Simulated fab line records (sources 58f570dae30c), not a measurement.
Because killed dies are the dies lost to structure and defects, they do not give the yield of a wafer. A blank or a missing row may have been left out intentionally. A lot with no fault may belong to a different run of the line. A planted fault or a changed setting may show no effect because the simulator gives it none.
fab line records + flow berkeley-cmos170
record
- lots=14
- wafers=42
- last-day=13
route steps=331 shown ZERO@12 PWELL@40 WELLDRIVE@57
lots with no fault: from the same line, run without faults
start-h: start of the lot's first displayed wafer, in hours after the record's first day + wait-h: hours since the lot's step before + " same as the row above + L1.1+2: one row covering several wafers at once + - either no value or no given start + * or withheld: withheld + < > ~ a bound
route shown NAME@n: a module of which the file shows steps, and the number in the route of the first + usual: average and standard deviation across the fault-free wafers + same: alike in all rows + chamber/n: place in a boat + sites: the reading at each site + _std_site: the values' standard deviation + _edge_site: mean of outer sites minus mean of inner sites + radius-mm: how far each site lies from the wafer's centre + mask NAME#n: copy n + behind: the last tool/chamber to shape the wafer + hold: reason for holding the lot/hours on hold/outcome of the hold + device: transistor that didn't switch, given as n, p or np + end of line: tests run on the same wafers once the route is complete + a step given without rows: its recipe and nothing more + killed: dies lost to structure and defects at the first sort, not the wafer's yield + map: shows each die of a wafer: x if killed, . if not, _ if none is there
set.NAME: the setting that was run; set.NAME@STEP: the one run at that earlier step + model.NAME: the simulator's own value behind a step, which no gauge read
the route's steps for a sample of lots (tables are steps, rows are wafers)
services: when a tool's chamber went out of use (start-h, in hours from the record's first day, below 0 if earlier), for how many hours, and the reason
## steps
# step UCB170_ZERO_ETCH_06
# recipe
- chemistry=CHF3/CF4/Ar
- target=SiO2
- time-s=12
- pressure-mtorr=100
- rf-w=500
- CHF3_flow_sccm=50
- cf4-flow-sccm=10
- Ar_flow_sccm=120
- over-etch-frac=1.58
# usual
- chamber-pressure-mTorr=99.99/0.092
- drypump-motor-current-A=5.7/0.5
- oes-product-au=0.620/0.01
- throttle-valve-pct=9.23/0.16
| lot.wafer | tool        | chamber | start-h | wait-h | chamber-pressure-mTorr | drypump-motor-current-A | oes-product-au | rf-hours-counter-h | throttle-valve-pct |
|-----------|-------------|---------|---------|--------|------------------------|-------------------------|----------------|--------------------|--------------------|
| L189.2    | rie-diel-01 | 1       | 37.04   | -      | 99.94                  | 6.3                     | 0.626          | 20                 | 9.13               |
| L189.3    | "           | 2       | "       | "      | 100.05                 | 6.3                     | 0.609          | 4                  | 9.17               |
| L189.5    | "           | 3       | "       | "      | 100.00                 | 5.8                     | 0.627          | -                  | 9.26               |
| L190.3    | rie-diel-02 | 3       | 45.13   | -      | 99.98                  | 4.7                     | 0.617          | 29                 | 9.37               |
| L190.5    | "           | 1       | "       | "      | 100.12                 | 6.0                     | 0.621          | -                  | 9.32               |
| L190.6    | "           | 0       | "       | "      | 99.89                  | 5.2                     | 0.634          | -                  | 9.34               |
| L193.1    | rie-diel-02 | 0       | 58.58   | -      | 99.98                  | 5.2                     | 0.628          | 134                | 9.34               |
| L193.4    | "           | 2       | "       | "      | 99.81                  | 5.8                     | 0.603          | 118                | 8.99               |
| L193.6    | "           | 2       | "       | "      | 99.96                  | 5.8                     | 0.611          | -                  | 8.99               |
| L195.2    | rie-diel-03 | 3       | 67.18   | -      | 100.00                 | 5.6                     | 0.636          | 70                 | 9.00               |
| L195.4    | "           | 2       | "       | "      | 99.86                  | 5.6                     | 0.623          | 125                | 9.05               |
| L195.6    | "           | 2       | "       | "      | 99.99                  | 5.6                     | 0.622          | -                  | 9.04               |
| L198.2    | rie-diel-01 | 1       | 80.80   | -      | 99.97                  | 6.3                     | 0.629          | 22                 | 9.14               |
| L198.3    | "           | 3       | "       | "      | 100.09                 | 5.8                     | 0.626          | 157                | 9.26               |
| L198.4    | "           | 2       | "       | "      | 100.10                 | 6.3                     | 0.611          | 5                  | 9.17               |
| L199.1    | rie-diel-02 | 0       | 87.82   | -      | 99.88                  | 5.2                     | 0.630          | 136                | 9.34               |
| L199.2    | "           | 1       | "       | "      | 100.07                 | 6.0                     | 0.624          | 107                | 9.32               |
| L199.6    | "           | 2       | "       | "      | 100.10                 | 5.8                     | 0.620          | -                  | 9.00               |
| L200.3    | rie-diel-02 | 3       | 91.56   | -      | 99.98                  | 4.7                     | 0.620          | 31                 | 9.37               |
| L200.4    | "           | 2       | "       | "      | 100.16                 | 5.8                     | 0.612          | 119                | 8.99               |
| L200.5    | "           | 1       | "       | "      | 99.93                  | 6.0                     | 0.620          | -                  | 9.33               |
| L201.1    | rie-diel-02 | 1       | 96.75   | -      | 99.99                  | 6.1                     | 0.635          | 107                | 9.33               |
| L201.3    | "           | 3       | "       | "      | 99.93                  | 4.7                     | 0.617          | 31                 | 9.36               |
| L201.6    | "           | 0       | "       | "      | 100.01                 | 5.2                     | 0.628          | -                  | 9.33               |
| L203.2    | rie-diel-01 | 2       | 104.19  | -      | 100.05                 | 6.3                     | 0.612          | 6                  | 9.18               |
| L203.4    | "           | 1       | "       | "      | 99.97                  | 6.2                     | 0.632          | 23                 | 9.16               |
| L203.6    | "           | 1       | "       | "      | 99.98                  | 6.3                     | 0.636          | -                  | 9.15               |
| L205.2    | rie-diel-03 | 2       | 119.38  | -      | 100.13                 | 5.6                     | 0.630          | 128                | 9.03               |
| L205.3    | "           | 1       | "       | "      | 99.87                  | 5.6                     | 0.628          | 106                | 9.17               |
| L205.6    | "           | 0       | "       | "      | 100.00                 | 5.1                     | 0.610          | -                  | 9.41               |
| L206.1    | rie-diel-01 | 2       | 119.79  | -      | 100.11                 | 6.3                     | 0.612          | 7                  | 9.17               |
| L206.2    | "           | 0       | "       | "      | 100.03                 | 6.0                     | 0.605          | 125                | 9.48               |
| L206.6    | "           | 2       | "       | "      | 99.82                  | 6.3                     | 0.628          | -                  | 9.17               |
| L207.1    | rie-diel-01 | 1       | 126.78  | -      | 100.01                 | 6.3                     | 0.628          | 24                 | 9.14               |
| L207.3    | "           | 2       | "       | "      | 100.08                 | 6.2                     | 0.602          | 7                  | 9.17               |
| L207.6    | "           | 2       | "       | "      | 100.08                 | 6.2                     | 0.605          | -                  | 9.16               |
| L209.3    | rie-diel-01 | 0       | 134.27  | -      | 100.10                 | 6.0                     | 0.608          | 126                | 9.50               |
| L209.4    | "           | 1       | "       | "      | 100.20                 | 6.2                     | 0.627          | -                  | 9.15               |
| L209.5    | "           | 0       | "       | "      | 99.81                  | 6.0                     | 0.606          | -                  | 9.50               |
| L208.1    | rie-diel-03 | 0       | 134.69  | -      | 100.01                 | 5.1                     | 0.610          | 51                 | 9.41               |
| L208.5    | "           | 0       | "       | "      | 99.99                  | 5.0                     | 0.612          | -                  | 9.39               |
| L208.6    | "           | 3       | "       | "      | 99.95                  | 5.6                     | 0.630          | -                  | 9.01               |
# step UCB170_PWELL_THK_MEAS_06
# recipe
- reads=Si3N4_of_PWELL_CVD_05
# usual
- PWELL_NITRIDE_THK=219.4/2.4
| lot.wafer | tool          | chamber | start-h | wait-h | PWELL_NITRIDE_THK[nm] |
|-----------|---------------|---------|---------|--------|-----------------------|
| L189.2    | film-metro-04 | -       | 71.09   | 0.0    | 217.4                 |
| L189.3    | "             | -       | "       | "      | 218.3                 |
| L189.5    | "             | -       | "       | "      | 216.3                 |
| L190.3    | film-metro-01 | -       | 80.81   | 0.0    | 219.9                 |
| L190.5    | "             | -       | "       | "      | 219.6                 |
| L190.6    | "             | -       | "       | "      | 220.6                 |
| L193.1    | film-metro-04 | -       | 90.77   | 0.0    | 221.2                 |
| L193.4    | "             | -       | "       | "      | 218.7                 |
| L193.6    | "             | -       | "       | "      | 221.0                 |
| L195.2    | film-metro-03 | -       | 111.20  | 0.0    | 218.3                 |
| L195.4    | "             | -       | "       | "      | 217.6                 |
| L195.6    | "             | -       | "       | "      | 217.1                 |
| L198.2    | film-metro-03 | -       | 115.76  | 0.0    | 225.1                 |
| L198.3    | "             | -       | "       | "      | 223.3                 |
| L198.4    | "             | -       | "       | "      | 221.6                 |
| L199.1    | film-metro-04 | -       | 115.78  | 0.0    | 221.6                 |
| L199.2    | "             | -       | "       | "      | 223.7                 |
| L199.6    | "             | -       | "       | "      | 223.4                 |
| L200.3    | film-metro-03 | -       | 115.83  | 0.1    | 219.9                 |
| L200.4    | "             | -       | "       | "      | 221.6                 |
| L200.5    | "             | -       | "       | "      | 220.3                 |
| L201.1    | film-metro-04 | -       | 127.75  | 0.0    | 221.0                 |
| L201.3    | "             | -       | "       | "      | 218.5                 |
| L201.6    | "             | -       | "       | "      | 219.7                 |
| L203.2    | film-metro-04 | -       | 136.13  | 0.0    | 217.9                 |
| L203.4    | "             | -       | "       | "      | 219.6                 |
| L203.6    | "             | -       | "       | "      | 219.2                 |
| L205.2    | film-metro-01 | -       | 152.93  | 0.0    | 217.6                 |
| L205.3    | "             | -       | "       | "      | 218.8                 |
| L205.6    | "             | -       | "       | "      | 217.1                 |
| L206.1    | film-metro-03 | -       | 152.97  | 0.0    | 223.3                 |
| L206.2    | "             | -       | "       | "      | 221.5                 |
| L206.6    | "             | -       | "       | "      | 222.0                 |
| L207.1    | film-metro-01 | -       | 163.17  | 0.0    | 217.7                 |
| L207.3    | "             | -       | "       | "      | 219.6                 |
| L207.6    | "             | -       | "       | "      | 218.5                 |
| L208.1    | film-metro-01 | -       | 169.79  | 0.0    | 220.9                 |
| L208.5    | "             | -       | "       | "      | 223.8                 |
| L208.6    | "             | -       | "       | "      | 222.2                 |
| L209.3    | film-metro-04 | -       | 169.81  | 0.0    | 216.0                 |
| L209.4    | "             | -       | "       | "      | 217.5                 |
| L209.5    | "             | -       | "       | "      | 218.8                 |
# step UCB170_PWELL_STRIP_16
# recipe
- chemistry=O2
- power-w=400
- pressure-mtorr=3500
- platen-temp-c=withheld
- o2-flow-sccm=400
- overash-fraction=0.5
# usual
- chamber-pressure-mTorr=3500/3.3
- drypump-motor-current-A=5.8/0.44
- oes-product-au=0.721/0.0045
- strip-time-to-endpoint-s=18.11/0.099
| lot.wafer | tool            | chamber | start-h | wait-h | chamber-pressure-mTorr | drypump-motor-current-A | oes-product-au | rf-hours-counter-h | strip-time-to-endpoint-s |
|-----------|-----------------|---------|---------|--------|------------------------|-------------------------|----------------|--------------------|--------------------------|
| L189.2    | plasma-asher-03 | 1       | 72.61   | 0.1    | 3503                   | 5.1                     | 0.718          | 27                 | 18.10                    |
| L189.3    | "               | 0       | "       | "      | 3498                   | 6.2                     | 0.720          | -                  | 18.16                    |
| L189.5    | "               | 0       | "       | "      | 3498                   | 6.1                     | 0.718          | -                  | 18.12                    |
| L190.3    | plasma-asher-03 | 0       | 84.22   | 0.1    | 3504                   | 6.1                     | 0.723          | -                  | 18.06                    |
| L190.5    | "               | 1       | "       | "      | 3501                   | 5.1                     | 0.720          | -                  | 18.11                    |
| L190.6    | "               | 0       | "       | "      | 3498                   | 6.1                     | 0.719          | -                  | 18.01                    |
| L193.1    | plasma-asher-04 | 0       | 92.79   | 0.1    | 3499                   | 5.7                     | 0.724          | 37                 | 18.09                    |
| L193.4    | "               | 1       | "       | "      | 3500                   | 6.2                     | 0.721          | -                  | 18.09                    |
| L193.6    | "               | 1       | "       | "      | 3510                   | 6.2                     | 0.727          | -                  | 18.13                    |
| L195.2    | plasma-asher-03 | 1       | 112.70  | 0.1    | 3501                   | 5.1                     | 0.720          | 31                 | 17.98                    |
| L195.4    | "               | 0       | "       | "      | 3506                   | 6.1                     | 0.732          | -                  | 18.09                    |
| L195.6    | "               | 0       | "       | "      | 3497                   | 6.1                     | 0.733          | -                  | 18.05                    |
| L198.2    | plasma-asher-03 | 1       | 116.94  | 0.1    | 3502                   | 5.1                     | 0.716          | 32                 | 17.94                    |
| L198.3    | "               | 0       | "       | "      | 3497                   | 6.1                     | 0.725          | -                  | 18.08                    |
| L198.4    | "               | 1       | "       | "      | 3502                   | 5.0                     | 0.727          | -                  | 17.84                    |
| L199.1    | plasma-asher-03 | 0       | 117.66  | 0.1    | 3497                   | 6.1                     | 0.720          | 32                 | 17.95                    |
| L199.2    | "               | 1       | "       | "      | 3501                   | 5.1                     | 0.725          | 32                 | 18.19                    |
| L199.6    | "               | 0       | "       | "      | 3507                   | 6.1                     | 0.722          | -                  | 18.16                    |
| L200.3    | plasma-asher-01 | 1       | 117.97  | 0.1    | 3506                   | 5.9                     | 0.725          | -                  | 18.05                    |
| L200.4    | "               | 0       | "       | "      | 3500                   | 5.9                     | 0.718          | -                  | 18.06                    |
| L200.5    | "               | 1       | "       | "      | 3503                   | 5.9                     | 0.727          | -                  | 18.12                    |
| L201.1    | plasma-asher-01 | 0       | 129.09  | 0.1    | 3503                   | 6.0                     | 0.719          | 2                  | 18.17                    |
| L201.3    | "               | 1       | "       | "      | 3498                   | 5.9                     | 0.721          | -                  | 18.09                    |
| L201.6    | "               | 1       | "       | "      | 3499                   | 5.9                     | 0.722          | -                  | 18.31                    |
| L203.2    | plasma-asher-04 | 0       | 137.69  | 0.1    | 3501                   | 5.7                     | 0.727          | 43                 | 18.08                    |
| L203.4    | "               | 1       | "       | "      | 3501                   | 6.2                     | 0.723          | -                  | 17.99                    |
| L203.6    | "               | 0       | "       | "      | 3496                   | 5.7                     | 0.721          | -                  | 18.04                    |
| L205.2    | plasma-asher-04 | 1       | 154.81  | 0.1    | -                      | -                       | -              | -                  | -                        |
| L205.3    | "               | 0       | "       | "      | -                      | -                       | -              | -                  | -                        |
| L205.6    | "               | 0       | "       | "      | -                      | -                       | -              | -                  | -                        |
| L206.1    | plasma-asher-03 | 1       | 154.98  | 0.1    | -                      | -                       | -              | -                  | -                        |
| L206.2    | "               | 0       | "       | "      | -                      | -                       | -              | -                  | -                        |
| L206.6    | "               | 1       | "       | "      | -                      | -                       | -              | -                  | -                        |
| L207.1    | plasma-asher-03 | 0       | 164.48  | 0.1    | 3496                   | 6.1                     | 0.724          | 37                 | 18.14                    |
| L207.3    | "               | 1       | "       | "      | 3498                   | 5.1                     | 0.723          | -                  | 18.27                    |
| L207.6    | "               | 1       | "       | "      | 3500                   | 5.0                     | 0.715          | -                  | 18.08                    |
| L209.3    | plasma-asher-01 | 0       | 171.07  | 0.1    | 3498                   | 6.0                     | 0.724          | -                  | 18.22                    |
| L209.4    | "               | 1       | "       | "      | 3504                   | 5.9                     | 0.719          | -                  | 18.02                    |
| L209.5    | "               | 1       | "       | "      | 3500                   | 5.8                     | 0.720          | -                  | 18.14                    |
| L208.1    | plasma-asher-03 | 1       | 171.36  | 0.1    | 3501                   | 5.1                     | 0.731          | 38                 | 18.13                    |
| L208.5    | "               | 1       | "       | "      | 3501                   | 5.1                     | 0.714          | -                  | 17.98                    |
| L208.6    | "               | 0       | "       | "      | 3502                   | 6.1                     | 0.719          | -                  | 18.39                    |
# step UCB170_WELLDRIVE_THK_MEAS_02
# recipe
- reads=SiO2_of_WELLDRIVE_OXIDATION_01
# usual
- WELLDRIVE_OXIDE_THK=199/3.8
| lot.wafer | tool          | chamber | start-h | wait-h | WELLDRIVE_OXIDE_THK[nm] |
|-----------|---------------|---------|---------|--------|-------------------------|
| L189.2    | film-metro-04 | -       | 85.13   | 0.0    | 200                     |
| L189.3    | "             | -       | "       | "      | 198                     |
| L189.5    | "             | -       | "       | "      | 199                     |
| L190.3    | film-metro-01 | -       | 96.28   | 0.0    | 204                     |
| L190.5    | "             | -       | "       | "      | 199                     |
| L190.6    | "             | -       | "       | "      | 205                     |
| L193.1    | film-metro-02 | -       | 104.24  | 0.0    | 201                     |
| L193.4    | "             | -       | "       | "      | 199                     |
| L193.6    | "             | -       | "       | "      | 197                     |
| L195.2    | film-metro-04 | -       | 124.59  | 0.0    | 196                     |
| L195.4    | "             | -       | "       | "      | 196                     |
| L195.6    | "             | -       | "       | "      | 200                     |
| L198.2    | film-metro-01 | -       | 130.46  | 0.0    | 203                     |
| L198.3    | "             | -       | "       | "      | 199                     |
| L198.4    | "             | -       | "       | "      | 201                     |
| L199.1    | film-metro-04 | -       | 130.51  | 0.1    | 196                     |
| L199.2    | "             | -       | "       | "      | 199                     |
| L199.6    | "             | -       | "       | "      | 198                     |
| L200.3    | film-metro-01 | -       | 130.53  | 0.1    | 195                     |
| L200.4    | "             | -       | "       | "      | 194                     |
| L200.5    | "             | -       | "       | "      | 197                     |
| L201.1    | film-metro-04 | -       | 141.95  | 0.0    | 201                     |
| L201.3    | "             | -       | "       | "      | 198                     |
| L201.6    | "             | -       | "       | "      | 201                     |
| L203.2    | film-metro-01 | -       | 151.81  | 0.0    | 198                     |
| L203.4    | "             | -       | "       | "      | 196                     |
| L203.6    | "             | -       | "       | "      | 197                     |
| L207.1    | film-metro-02 | -       | 178.47  | 0.0    | 197                     |
| L207.3    | "             | -       | "       | "      | 198                     |
| L207.6    | "             | -       | "       | "      | 198                     |
| L208.1    | film-metro-01 | -       | 187.83  | 0.0    | 196                     |
| L208.5    | "             | -       | "       | "      | 194                     |
| L208.6    | "             | -       | "       | "      | 195                     |
| L209.3    | film-metro-04 | -       | 187.85  | 0.0    | 196                     |
| L209.4    | "             | -       | "       | "      | 196                     |
| L209.5    | "             | -       | "       | "      | 198                     |
## services
| tool            | chamber | start-h | hours | kind           |
|-----------------|---------|---------|-------|----------------|
| rie-diel-03     | 1       | 33.31   | 6.0   | repair         |
| rie-diel-02     | 0       | 61.44   | 2.4   | repair         |
| rie-diel-03     | 3       | 75.80   | 8.5   | repair         |
| rie-diel-03     | 2       | 79.49   | 1.8   | repair         |
| plasma-asher-03 | -       | 85.84   | 0.9   | repair         |
| rie-diel-03     | 1       | 107.77  | 9.3   | repair         |
| plasma-asher-01 | -       | 108.75  | 9.0   | pm             |
| plasma-asher-01 | 0       | 108.75  | 9.0   | vent-cycle     |
| plasma-asher-01 | 1       | 108.75  | 9.0   | vent-cycle     |
| rie-diel-01     | 3       | 112.40  | -     | clean          |
| rie-diel-01     | 3       | 112.40  | 27.7  | scheduled-down |
| rie-diel-01     | 3       | 112.40  | 27.7  | vent-cycle     |
| plasma-asher-01 | 0       | 117.75  | -     | clean          |
| plasma-asher-01 | 1       | 117.75  | -     | clean          |
| rie-diel-02     | -       | 118.40  | 0.2   | repair         |
| rie-diel-01     | -       | 123.85  | 2.8   | pm             |
| rie-diel-01     | 0       | 138.25  | 9.6   | repair         |
| plasma-asher-04 | -       | 165.26  | 7.5   | repair         |
## key
first-sign
- step=UCB170_PWELL_STRIP_16
- reading=tool-record
- direction=missing
effect none on later readings
met-at UCB170_PWELL_STRIP_16
struck-lots L205,L206
rows-end L205.2,L205.3,L205.6
later-rows-left-out L206.1,L206.2,L206.6
sort-left-out L206.1,L206.2,L206.6
tester-left-out L206
not-acting-at UCB170_ZERO_ETCH_06,UCB170_PWELL_THK_MEAS_06,UCB170_WELLDRIVE_THK_MEAS_02
onset-between 137.69 154.81
fault
- kind=skipped-step-whole
- tool=plasma-asher-03,plasma-asher-04
- chamber=-
- onset-h=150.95
- steps=UCB170_PWELL_STRIP_16
- scope=struck-lots-only
# tester-left-out: of these lots the tester's yield and bins aren't shown, on N5 and GAA mostly nor the transistor test; their killed dies are dies lost to structure and defects alone, not to doping, threshold or leakage, so they don't give the yield
# sort-left-out: the simulated sort isn't trusted on such a fault, so these wafers' sort isn't shown, and their yield isn't known
# later-rows-left-out: the simulator's readings of these wafers behind a module that went badly wrong aren't trusted and aren't shown, but for the sort
# rows-end: these wafers met a further fault down the route, and their rows from its step on are left out
